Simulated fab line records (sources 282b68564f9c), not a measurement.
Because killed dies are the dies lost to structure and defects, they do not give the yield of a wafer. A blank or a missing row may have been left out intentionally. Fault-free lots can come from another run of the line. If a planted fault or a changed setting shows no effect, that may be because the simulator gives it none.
Shared-tool check || flow rit cmos || 42 wafers sampled across 14 lots

## WHY IT WAS OPENED
At RIT_PRETRO_OVL_MEAS_06 the reading PRETRO_OVL is flagged on 2 of 14 lots. Wafers without a fault read -0.1 nm, standard deviation 1.4.
Rule: a lot gets a flag if all its wafers with a number sit over 4 standard deviations from that mean, or if no wafer of it has a number. The rest of the lots are taken to be sound.

{"lot": "L350", "measured": "day 2 09:29", "on": "overlay-02", "PRETRO_OVL (nm), wafer by wafer": "-0.5 -1.2 -2.5", "flag": ""}
{"lot": "L351", "measured": "day 2 14:27", "on": "overlay-01", "PRETRO_OVL (nm), wafer by wafer": "0.9 1.1 -0.4", "flag": ""}
{"lot": "L352", "measured": "day 2 22:07", "on": "overlay-02", "PRETRO_OVL (nm), wafer by wafer": "0.2 1.6 -1.4", "flag": ""}
{"lot": "L353", "measured": "day 3 03:11", "on": "overlay-02", "PRETRO_OVL (nm), wafer by wafer": "-2.5 -3.5 -1.6", "flag": ""}
{"lot": "L354", "measured": "day 3 04:26", "on": "overlay-01", "PRETRO_OVL (nm), wafer by wafer": "1.8 -0.2 0.6", "flag": ""}
{"lot": "L355", "measured": "day 3 10:48", "on": "overlay-01", "PRETRO_OVL (nm), wafer by wafer": "1.0 -0.5 0.2", "flag": ""}
{"lot": "L356", "measured": "day 3 14:58", "on": "overlay-02", "PRETRO_OVL (nm), wafer by wafer": "-1.4 -1.0 -1.2", "flag": ""}
{"lot": "L357", "measured": "day 3 18:38", "on": "overlay-01", "PRETRO_OVL (nm), wafer by wafer": "-0.5 2.3 1.2", "flag": ""}
{"lot": "L362", "measured": "day 4 21:16", "on": "overlay-01", "PRETRO_OVL (nm), wafer by wafer": "129.2 129.3 130.5", "flag": "FLAGGED"}
{"lot": "L363", "measured": "day 5 04:47", "on": "overlay-02", "PRETRO_OVL (nm), wafer by wafer": "131.0 132.0 130.4", "flag": "FLAGGED"}
{"lot": "L366", "measured": "day 5 18:13", "on": "overlay-01", "PRETRO_OVL (nm), wafer by wafer": "0.3 1.4 1.3", "flag": ""}
{"lot": "L370", "measured": "day 6 12:53", "on": "overlay-02", "PRETRO_OVL (nm), wafer by wafer": "-2.2 -2.7 -2.4", "flag": ""}
{"lot": "L372", "measured": "day 6 21:13", "on": "overlay-02", "PRETRO_OVL (nm), wafer by wafer": "-0.6 -0.5 -1.8", "flag": ""}
{"lot": "L373", "measured": "day 7 03:35", "on": "overlay-02", "PRETRO_OVL (nm), wafer by wafer": "-1.3 -0.5 -0.6", "flag": ""}
The mean of the flagged lots' numbers is 130.4 nm, +130.5 nm from the usual (+93 standard deviations).

## TOOL THAT RAN EACH LOT
The record holds 1 process step before the reading, out of a route of 202 steps. Cell contents, in order: the tool; ch with the chambers the sampled wafers went through; the start.
{"lot": "L350", "flag": "", "RIT_PRETRO_EXPOSE_03": "iline stepper-02 ch 0, day 2 09:03"}
{"lot": "L351", "flag": "", "RIT_PRETRO_EXPOSE_03": "iline stepper-01 ch 0, day 2 14:02"}
{"lot": "L352", "flag": "", "RIT_PRETRO_EXPOSE_03": "iline stepper-01 ch 0, day 2 21:41"}
{"lot": "L353", "flag": "", "RIT_PRETRO_EXPOSE_03": "iline stepper-02 ch 0, day 3 02:46"}
{"lot": "L354", "flag": "", "RIT_PRETRO_EXPOSE_03": "iline stepper-01 ch 0, day 3 04:02"}
{"lot": "L355", "flag": "", "RIT_PRETRO_EXPOSE_03": "iline stepper-01 ch 0, day 3 10:17"}
{"lot": "L356", "flag": "", "RIT_PRETRO_EXPOSE_03": "iline stepper-01 ch 0, day 3 14:32"}
{"lot": "L357", "flag": "", "RIT_PRETRO_EXPOSE_03": "iline stepper-01 ch 0, day 3 18:14"}
{"lot": "L362", "flag": "FLAGGED", "RIT_PRETRO_EXPOSE_03": "iline stepper-02 ch 0, day 4 20:48"}
{"lot": "L363", "flag": "FLAGGED", "RIT_PRETRO_EXPOSE_03": "iline stepper-02 ch 0, day 5 04:22"}
{"lot": "L366", "flag": "", "RIT_PRETRO_EXPOSE_03": "iline stepper-01 ch 0, day 5 17:47"}
{"lot": "L370", "flag": "", "RIT_PRETRO_EXPOSE_03": "iline stepper-01 ch 0, day 6 12:28"}
{"lot": "L372", "flag": "", "RIT_PRETRO_EXPOSE_03": "iline stepper-01 ch 0, day 6 20:37"}
{"lot": "L373", "flag": "", "RIT_PRETRO_EXPOSE_03": "iline stepper-01 ch 0, day 7 03:10"}
These steps, and what they do:
- RIT_PRETRO_EXPOSE_03: exposes mask M5, target cd 43700 nm.
- RIT_PRETRO_OVL_MEAS_06

## FLAGGED AGAINST TOTAL, ONE TOOL AT A TIME (gauges that did the reading follow at the end)
{"step": "RIT_PRETRO_EXPOSE_03", "tool": "iline stepper-01", "lots run": 10, "flagged": 0, "share of the flagged lots": "none", "sound lots run after its first flagged lot": "-"}
{"step": "RIT_PRETRO_EXPOSE_03", "tool": "iline stepper-02", "lots run": 4, "flagged": 2, "share of the flagged lots": "all", "sound lots run after its first flagged lot": 0}
{"step": "RIT_PRETRO_OVL_MEAS_06", "tool": "overlay-01", "lots run": 6, "flagged": 1, "share of the flagged lots": "some", "sound lots run after its first flagged lot": "1 (L366)"}
{"step": "RIT_PRETRO_OVL_MEAS_06", "tool": "overlay-02", "lots run": 8, "flagged": 1, "share of the flagged lots": "some", "sound lots run after its first flagged lot": "3 (L370,L372,L373)"}

## WHAT IS ALLOWED BY THE TABLE
All flagged lots share 1 row of the table, namely iline stepper-02 at RIT_PRETRO_EXPOSE_03.
- iline stepper-02 at RIT_PRETRO_EXPOSE_03: 2 of its 4 lots flagged. Last sound lot L353 at day 3 02:46, first flagged lot L362 at day 4 20:48; a fault beginning in between fits.
Left over: one tool, iline stepper-02 at RIT_PRETRO_EXPOSE_03.

## WHAT HAD BEEN PUT IN BY THE SIMULATOR
Scanner matching overlay: iline stepper-02, from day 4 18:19 on, at RIT_PRETRO_EXPOSE_03. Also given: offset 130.
Shown lots that were struck: L362, L363. The rule above found the same.
